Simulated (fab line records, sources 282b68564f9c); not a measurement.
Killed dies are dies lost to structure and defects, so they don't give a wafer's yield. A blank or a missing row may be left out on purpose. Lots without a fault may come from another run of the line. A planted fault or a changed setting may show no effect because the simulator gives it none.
fab line records | flow rit_cmos
record lots=14 wafers=42 last_day=7
route steps=202 shown NLDD@111 M1@202
lots that met no fault: from a run of the same line without faults
start_h: hours from the record's first day to the start of the lot's first wafer shown | wait_h: hours since the lot's step before | " the same as in the row above | L1.1+2: a row that stands for several wafers | - no value, or no start given | * or withheld: withheld | < > ~ a bound
route shown NAME@n: a module of which the file shows steps, and the number in the route of the first | usual: mean/standard deviation of fault-free wafers | same: alike in all rows | chamber/n: place in a boat | sites: the reading at each site | _std_site: their standard deviation | _edge_site: outer sites' mean less inner sites' | radius_mm: how far each site lies from the wafer's centre | mask NAME#n: copy n | behind: the tool/chamber that last shaped the wafer | hold: why the lot was held/for how many hours/how that ended | device: the transistor (n, p or np) that didn't switch | end of line: the same wafers' tests at the end of the route | a step without rows: its recipe alone | killed: dies lost to structure and defects at the first sort, not the wafer's yield | map: a wafer's dies, x killed, . not, _ none there
set.NAME: the setting as run; set.NAME@STEP: as run at that earlier step | model.NAME: the simulator's own value behind a step, which no gauge read
steps of the route over a sample of lots; a table a step, a row a wafer
services: from which hour (start_h, from the record's first day; less than 0 if before it) a tool's chamber was out of use, for how many hours, and why
## steps
# step RIT_NLDD_IMPLANT_08
# recipe species=P energy_kev=20 dose_cm2=5e+14 tilt_deg=7
# usual dose_ions_cm2=5e+14/5.4e+11 faraday_current_uA=1572/33 tilt_deg=6.998/0.019
# columns lot.wafer tool chamber start_h wait_h dose_ions_cm2 faraday_current_uA tilt_deg
L224.2 implanter-03 0 41.11 0.1 5.003e+14 1639 7.039
L224.4 " 0 " " 5.004e+14 1568 6.990
L224.5 " 0 " " 4.998e+14 1582 7.018
L226.1 implanter-03 0 52.43 0.1 5.001e+14 1612 7.008
L226.4 " 0 " " 4.998e+14 1557 6.997
L226.5 " 0 " " 4.997e+14 1521 6.974
L227.1 implanter-04 0 57.18 0.1 4.988e+14 1501 6.996
L227.3 " 0 " " 4.998e+14 1496 6.978
L227.6 " 0 " " 4.986e+14 1573 6.982
L228.2 implanter-03 0 63.15 0.1 5.008e+14 1548 6.982
L228.5 " 0 " " 5.003e+14 1543 6.990
L228.6 " 0 " " 5.005e+14 1566 6.997
L229.3 implanter-04 0 66.99 0.1 5.006e+14 1585 7.032
L229.4 " 0 " " 5.004e+14 1598 7.009
L229.6 " 0 " " 5.009e+14 1546 6.994
L230.1 implanter-02 0 70.82 0.1 5.005e+14 1593 7.007
L230.4 " 0 " " 4.993e+14 1567 7.024
L230.6 " 0 " " 4.996e+14 1561 6.993
L231.3 implanter-04 0 77.37 0.1 5.001e+14 1577 7.000
L231.4 " 0 " " 5.006e+14 1534 7.000
L231.5 " 0 " " 5e+14 1558 6.982
L232.2 implanter-03 0 82.38 0.1 4.994e+14 1550 6.984
L232.3 " 0 " " 4.996e+14 1490 7.008
L232.4 " 0 " " 4.994e+14 1557 7.054
L234.3 implanter-04 0 91.72 0.1 5.001e+14 1545 6.961
L234.4 " 0 " " 5.002e+14 1574 6.991
L234.6 " 0 " " 5.006e+14 1559 6.982
L238.1 implanter-04 0 112.71 0.1 2.189e+14 714 6.975
L238.2 " 0 " " 2.179e+14 682 7.004
L238.5 " 0 " " 2.177e+14 698 7.008
L240.2 implanter-04 0 121.86 0.1 2.192e+14 663 6.999
L240.4 " 0 " " 2.184e+14 664 7.017
L240.6 " 0 " " 2.192e+14 715 7.007
L245.2 implanter-03 0 150.31 0.1 5.004e+14 1569 6.999
L245.5 " 0 " " 4.999e+14 1502 7.012
L245.6 " 0 " " 5.008e+14 1548 7.012
L246.1 implanter-02 0 152.88 0.1 5e+14 1550 6.938
L246.2 " 0 " " 4.995e+14 1589 7.004
L246.6 " 0 " " 4.994e+14 1563 6.970
L247.2 implanter-03 0 159.39 0.1 5.004e+14 1617 6.969
L247.3 " 0 " " 5.003e+14 1554 6.987
L247.4 " 0 " " 4.993e+14 1527 6.971
# step RIT_NLDD_TW_MEAS_10
# usual NLDD_TW=2461/14
# columns lot.wafer tool chamber start_h wait_h NLDD_TW
L224.2 film_metro-02 - 41.42 0.1 2467
L224.4 " - " " 2479
L224.5 " - " " 2468
L226.1 film_metro-01 - 52.76 0.1 2463
L226.4 " - " " 2446
L226.5 " - " " 2454
L227.1 film_metro-01 - 57.50 0.1 2437
L227.3 " - " " 2453
L227.6 " - " " 2463
L228.2 film_metro-01 - 63.46 0.1 2441
L228.5 " - " " 2450
L228.6 " - " " 2439
L229.3 film_metro-01 - 67.29 0.1 2456
L229.4 " - " " 2448
L229.6 " - " " 2437
L230.1 film_metro-03 - 71.15 0.1 2475
L230.4 " - " " 2454
L230.6 " - " " 2466
L231.3 film_metro-03 - 77.66 0.1 2468
L231.4 " - " " 2472
L231.5 " - " " 2474
L232.2 film_metro-01 - 82.69 0.1 2466
L232.3 " - " " 2449
L232.4 " - " " 2450
L234.3 film_metro-03 - 92.02 0.1 2491
L234.4 " - " " 2495
L234.6 " - " " 2492
L238.1 film_metro-02 - 113.04 0.1 1942
L238.2 " - " " 1940
L238.5 " - " " 1943
L240.2 film_metro-02 - 122.17 0.1 1962
L240.4 " - " " 1961
L240.6 " - " " 1945
L245.2 film_metro-02 - 150.62 0.1 2464
L245.5 " - " " 2436
L245.6 " - " " 2454
L246.1 film_metro-02 - 153.21 0.1 2459
L246.2 " - " " 2459
L246.6 " - " " 2453
L247.2 film_metro-01 - 159.70 0.1 2457
L247.3 " - " " 2460
L247.4 " - " " 2457
# step RIT_SDANNEAL_RS_MEAS_07
# recipe thk_meas_gauge=four-point-probe
# usual NLDD_RS=151.7/0.57
# columns lot.wafer tool chamber start_h wait_h NLDD_RS[ohm/sq]
L224.2 film_metro-01 - 49.17 0.1 152.2
L224.4 " - " " 151.7
L224.5 " - " " 151.9
L226.1 film_metro-02 - 60.67 0.1 151.1
L226.4 " - " " 151.2
L226.5 " - " " 151.9
L227.1 film_metro-02 - 65.57 0.1 152.5
L227.3 " - " " 152.2
L227.6 " - " " 152.3
L228.2 film_metro-01 - 71.35 0.1 151.6
L228.5 " - " " 151.9
L228.6 " - " " 151.6
L229.3 film_metro-03 - 76.01 0.1 151.3
L229.4 " - " " 151.6
L229.6 " - " " 151.4
L230.1 film_metro-02 - 79.10 0.1 151.9
L230.4 " - " " 152.0
L230.6 " - " " 152.0
L231.3 film_metro-03 - 85.58 0.1 152.0
L231.4 " - " " 152.0
L231.5 " - " " 152.3
L232.2 film_metro-01 - 90.70 0.1 151.2
L232.3 " - " " 152.1
L232.4 " - " " 152.0
L234.3 film_metro-03 - 99.86 0.1 150.8
L234.4 " - " " 151.1
L234.6 " - " " 151.2
L238.1 film_metro-02 - 121.08 0.1 294.6
L238.2 " - " " 295.3
L238.5 " - " " 287.3
L240.2 film_metro-03 - 130.04 0.1 288.2
L240.4 " - " " 288.1
L240.6 " - " " 289.7
L245.2 film_metro-03 - 158.37 0.1 151.3
L245.5 " - " " 151.1
L245.6 " - " " 150.7
L246.1 film_metro-02 - 161.10 0.1 151.6
L246.2 " - " " 151.4
L246.6 " - " " 151.1
L247.2 film_metro-03 - 167.46 0.1 152.1
L247.3 " - " " 151.8
L247.4 " - " " 151.6
# step RIT_M1_PROBE_99
# usual killed_at_contacts=0.1/0.25 killed_at_front_end=7/3.1 killed_dies=7/3.1 killed_open=3.6/2 killed_short=3.5/2
# same gross_dies=264 killed_at_M0_to_M3=0 killed_at_M4_up=0 killed_at_back_side=0 killed_at_other=0
# columns lot.wafer tool chamber start_h wait_h killed_at_contacts killed_at_front_end killed_dies killed_open killed_short
L224.2 prober-02 - 56.40 0.1 0 4 4 2 2
L224.4 prober-02 - 56.50 0.2 0 4 4 3 1
L224.5 prober-02 - 56.55 0.2 0 8 8 4 4
L226.1 prober-02 - 67.67 0.1 1 2 3 1 2
L226.4 prober-02 - 67.82 0.2 0 5 5 4 1
L226.5 prober-02 - 67.87 0.2 0 2 2 0 2
L227.1 prober-01 - 73.44 0.1 0 8 8 5 3
L227.3 prober-01 - 73.54 0.2 0 10 10 5 5
L227.6 prober-01 - 73.69 0.2 0 9 9 5 4
L228.2 prober-02 - 78.35 0.1 0 8 8 5 3
L228.5 prober-02 - 78.50 0.2 0 11 11 7 4
L228.6 prober-02 - 78.55 0.2 0 7 7 1 6
L229.3 prober-01 - 83.54 0.2 0 11 11 3 8
L229.4 prober-01 - 83.59 0.2 0 9 9 6 3
L229.6 prober-01 - 83.69 0.2 0 8 8 3 5
L230.1 prober-02 - 86.29 0.1 0 5 5 3 2
L230.4 prober-02 - 86.44 0.2 0 5 5 2 3
L230.6 prober-02 - 86.54 0.2 0 12 12 5 7
L231.3 prober-01 - 92.65 0.2 0 5 5 3 2
L231.4 prober-01 - 92.70 0.2 1 4 5 0 5
L231.5 prober-01 - 92.75 0.2 0 6 6 1 5
L232.2 prober-02 - 97.82 0.1 0 8 8 4 4
L232.3 prober-02 - 97.87 0.2 0 19 19 9 10
L232.4 prober-02 - 97.92 0.2 0 7 7 5 2
L234.3 prober-02 - 107.40 0.2 0 9 9 5 4
L234.4 prober-02 - 107.45 0.2 0 11 11 8 3
L234.6 prober-02 - 107.55 0.2 0 8 8 2 6
L238.1 prober-02 - 128.85 0.1 0 4 4 1 3
L238.2 prober-02 - 128.90 0.1 0 8 8 3 5
L238.5 prober-02 - 129.05 0.2 0 9 9 3 6
L240.2 prober-02 - 139.71 0.1 0 7 7 7 0
L240.4 prober-02 - 139.81 0.2 0 6 6 3 3
L240.6 prober-02 - 139.91 0.2 0 2 2 1 1
L245.2 prober-01 - 165.75 0.1 0 10 10 2 8
L245.5 prober-01 - 165.90 0.2 0 7 7 5 2
L245.6 prober-01 - 165.95 0.2 0 10 10 6 4
L246.1 prober-02 - 168.17 0.1 0 3 3 1 2
L246.2 prober-02 - 168.22 0.1 0 6 6 4 2
L246.6 prober-02 - 168.42 0.2 0 3 3 2 1
L247.2 prober-01 - 174.38 0.1 0 7 7 4 3
L247.3 prober-01 - 174.43 0.2 0 5 5 3 2
L247.4 prober-01 - 174.48 0.2 0 6 6 3 3
# killed by level:class
L224.2 REOX:geometric_particle:short=2 GATE:geometric_particle:open=1 SPACER:geometric_particle:open=1
L224.4 FOX1:geometric_particle:open=2 FOX1:geometric_particle:short=1 GATE:geometric_particle:open=1
L224.5 GATE:geometric_particle:open=2 REOX:geometric_particle:short=2 FOX1:geometric_particle:open=1 FOX1:geometric_particle:short=1 REOX:geometric_particle:open=1 SPACER:geometric_particle:short=1
L226.1 REOX:geometric_particle:open=1 SILICIDE:geometric_particle:short=1 CONTACT:geometric_particle:short=1
L226.4 FOX1:geometric_particle:open=1 FOX2:geometric_particle:open=1 REOX:geometric_particle:short=1 REOX:geometric_particle:open=1 SILICIDE:geometric_particle:open=1
L226.5 GATE:geometric_particle:short=1 SILICIDE:geometric_particle:short=1
L227.1 FOX1:geometric_particle:short=2 SPACER:geometric_particle:open=2 GATE:geometric_particle:open=1 REOX:geometric_particle:open=1 SPACER:geometric_particle:short=1 SILICIDE:geometric_particle:open=1
L227.3 SPACER:geometric_particle:short=3 SPACER:geometric_particle:open=2 FOX1:geometric_particle:open=1 GATE:geometric_particle:short=1 REOX:geometric_particle:open=1 REOX:geometric_particle:short=1 SILICIDE:geometric_particle:open=1
L227.6 GATE:geometric_particle:open=3 SPACER:geometric_particle:open=2 FOX1:geometric_particle:short=1 GATE:geometric_particle:short=1 REOX:geometric_particle:short=1 SPACER:geometric_particle:short=1
L228.2 GATE:geometric_particle:open=2 SILICIDE:geometric_particle:short=2 SILICIDE:geometric_particle:open=2 REOX:geometric_particle:open=1 SPACER:geometric_particle:short=1
L228.5 GATE:geometric_particle:open=3 REOX:geometric_particle:open=2 FOX1:geometric_particle:short=1 GATE:geometric_particle:short=1 SPACER:geometric_particle:short=1 SPACER:geometric_particle:open=1 SILICIDE:geometric_particle:open=1 SILICIDE:geometric_particle:short=1
L228.6 REOX:geometric_particle:short=4 GATE:geometric_particle:short=1 REOX:geometric_particle:open=1 SILICIDE:geometric_particle:short=1
L229.3 REOX:geometric_particle:short=4 GATE:geometric_particle:short=3 FOX2:geometric_particle:short=1 GATE:geometric_particle:open=1 REOX:geometric_particle:open=1 SPACER:geometric_particle:open=1
L229.4 GATE:geometric_particle:open=3 REOX:geometric_particle:open=2 FOX2:geometric_particle:short=1 FOX2:geometric_particle:open=1 GATE:geometric_particle:short=1 REOX:geometric_particle:short=1
L229.6 REOX:geometric_particle:short=2 SILICIDE:geometric_particle:short=2 SPACER:geometric_particle:short=1 FOX2:geometric_particle:open=1 GATE:geometric_particle:open=1 REOX:geometric_particle:open=1
L230.1 FOX1:geometric_particle:short=2 SPACER:geometric_particle:open=2 FOX1:geometric_particle:open=1
L230.4 SPACER:geometric_particle:short=2 FOX1:geometric_particle:short=1 FOX2:geometric_particle:open=1 GATE:geometric_particle:open=1
L230.6 GATE:geometric_particle:open=4 GATE:geometric_particle:short=3 FOX1:geometric_particle:short=1 REOX:geometric_particle:short=1 SPACER:geometric_particle:short=1 SILICIDE:geometric_particle:short=1 SILICIDE:geometric_particle:open=1
L231.3 GATE:geometric_particle:short=2 GATE:geometric_particle:open=2 FOX2:geometric_particle:open=1
L231.4 FOX1:geometric_particle:short=1 FOX2:geometric_particle:short=1 GATE:geometric_particle:short=1 REOX:geometric_particle:short=1 CONTACT:geometric_particle:short=1
L231.5 GATE:geometric_particle:short=4 FOX1:geometric_particle:open=1 FOX1:geometric_particle:short=1
L232.2 FOX1:geometric_particle:open=2 GATE:geometric_particle:short=2 FOX1:geometric_particle:short=1 FOX2:geometric_particle:open=1 GATE:geometric_particle:open=1 SILICIDE:geometric_particle:short=1
L232.3 GATE:geometric_particle:short=4 FOX1:geometric_particle:short=3 FOX1:geometric_particle:open=3 GATE:geometric_particle:open=3 SPACER:geometric_particle:short=2 FOX2:geometric_particle:open=1 SPACER:geometric_particle:open=1 SILICIDE:geometric_particle:open=1
L232.4 GATE:geometric_particle:short=2 GATE:geometric_particle:open=2 FOX1:geometric_particle:open=1 FOX2:geometric_particle:open=1 SILICIDE:geometric_particle:open=1
L234.3 FOX1:geometric_particle:short=2 FOX1:geometric_particle:open=1 FOX2:geometric_particle:open=1 GATE:geometric_particle:open=1 GATE:geometric_particle:short=1 SPACER:geometric_particle:open=1 SILICIDE:geometric_particle:open=1 SILICIDE:geometric_particle:short=1
L234.4 REOX:geometric_particle:open=5 FOX1:geometric_particle:open=3 FOX1:geometric_particle:short=2 GATE:geometric_particle:short=1
L234.6 SPACER:geometric_particle:short=4 GATE:geometric_particle:short=2 SPACER:geometric_particle:open=2
L238.1 GATE:geometric_particle:short=2 FOX2:geometric_particle:short=1 GATE:geometric_particle:open=1
L238.2 FOX1:geometric_particle:open=2 REOX:geometric_particle:short=2 FOX1:geometric_particle:short=1 FOX2:geometric_particle:short=1 GATE:geometric_particle:short=1 GATE:geometric_particle:open=1
L238.5 SPACER:geometric_particle:short=3 GATE:geometric_particle:short=2 FOX1:geometric_particle:open=1 FOX1:geometric_particle:short=1 GATE:geometric_particle:open=1 REOX:geometric_particle:open=1
L240.2 FOX2:geometric_particle:open=2 GATE:geometric_particle:open=2 REOX:geometric_particle:open=1 SPACER:geometric_particle:open=1 SILICIDE:geometric_particle:open=1
L240.4 ACTIVE:geometric_particle:open=1 FOX2:geometric_particle:open=1 GATE:geometric_particle:open=1 GATE:geometric_particle:short=1 REOX:geometric_particle:short=1 SILICIDE:geometric_particle:short=1
L240.6 FOX1:geometric_particle:open=1 GATE:geometric_particle:short=1
L245.2 SILICIDE:geometric_particle:short=3 GATE:geometric_particle:short=2 FOX1:geometric_particle:short=1 GATE:geometric_particle:open=1 REOX:geometric_particle:short=1 SPACER:geometric_particle:short=1 SILICIDE:geometric_particle:open=1
L245.5 FOX1:geometric_particle:short=2 FOX2:geometric_particle:open=1 GATE:geometric_particle:open=1 REOX:geometric_particle:open=1 SPACER:geometric_particle:open=1 SILICIDE:geometric_particle:open=1
L245.6 REOX:geometric_particle:short=2 SPACER:geometric_particle:open=2 SILICIDE:geometric_particle:open=2 FOX1:geometric_particle:short=1 FOX1:geometric_particle:open=1 FOX2:geometric_particle:open=1 SILICIDE:geometric_particle:short=1
L246.1 GATE:geometric_particle:open=1 GATE:geometric_particle:short=1 SILICIDE:geometric_particle:short=1
L246.2 GATE:geometric_particle:open=2 SILICIDE:geometric_particle:open=2 GATE:geometric_particle:short=1 SPACER:geometric_particle:short=1
L246.6 GATE:geometric_particle:open=1 GATE:geometric_particle:short=1 REOX:geometric_particle:open=1
L247.2 GATE:geometric_particle:open=2 SPACER:geometric_particle:short=2 FOX1:geometric_particle:open=1 SPACER:geometric_particle:open=1 SILICIDE:geometric_particle:short=1
L247.3 FOX1:geometric_particle:open=1 GATE:geometric_particle:open=1 SPACER:geometric_particle:short=1 SILICIDE:geometric_particle:short=1 SILICIDE:geometric_particle:open=1
L247.4 FOX1:geometric_particle:short=1 FOX1:geometric_particle:open=1 GATE:geometric_particle:open=1 GATE:geometric_particle:short=1 REOX:geometric_particle:open=1 SPACER:geometric_particle:short=1
## services
# columns tool chamber start_h hours kind
implanter-02 - 24.46 19.6 repair
implanter-02 - 44.18 7.1 repair
implanter-03 - 72.95 3.6 repair
implanter-04 - 77.54 1.0 repair
implanter-04 - 81.70 2.8 repair
implanter-02 - 89.40 6.8 repair
implanter-02 - 94.09 1.1 repair
implanter-02 - 134.38 5.2 pm
implanter-03 - 135.18 6.8 repair
## key
first_sign step=RIT_NLDD_IMPLANT_08 reading=dose_ions_cm2 direction=down sigmas=99+ usual=5e+14 struck=2.186e+14
effect step=RIT_NLDD_IMPLANT_08 reading=faraday_current_uA direction=down sigmas=27 usual=1572 struck=689
effect step=RIT_NLDD_TW_MEAS_10 reading=NLDD_TW direction=down sigmas=37 usual=2461 struck=1949
effect step=RIT_SDANNEAL_RS_MEAS_07 reading=NLDD_RS direction=up sigmas=99+ usual=151.7 struck=290.5
met_at RIT_NLDD_IMPLANT_08
struck_lots L238,L240
tester_left_out L238,L240
onset_between 91.72 112.71
fault kind=process_parameter_drift tool=implanter-04 chamber=- onset_h=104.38 steps=RIT_NLDD_IMPLANT_08 channel=dose_cm2 offset=-2.8139e+14 shape=step end_h=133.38 acts_in=these_recipes_only stated=5e+14
# tester_left_out: of these lots the tester's yield and bins aren't shown, on N5 and GAA mostly nor the transistor test; their killed dies are dies lost to structure and defects alone, not to doping, threshold or leakage, so they don't give the yield
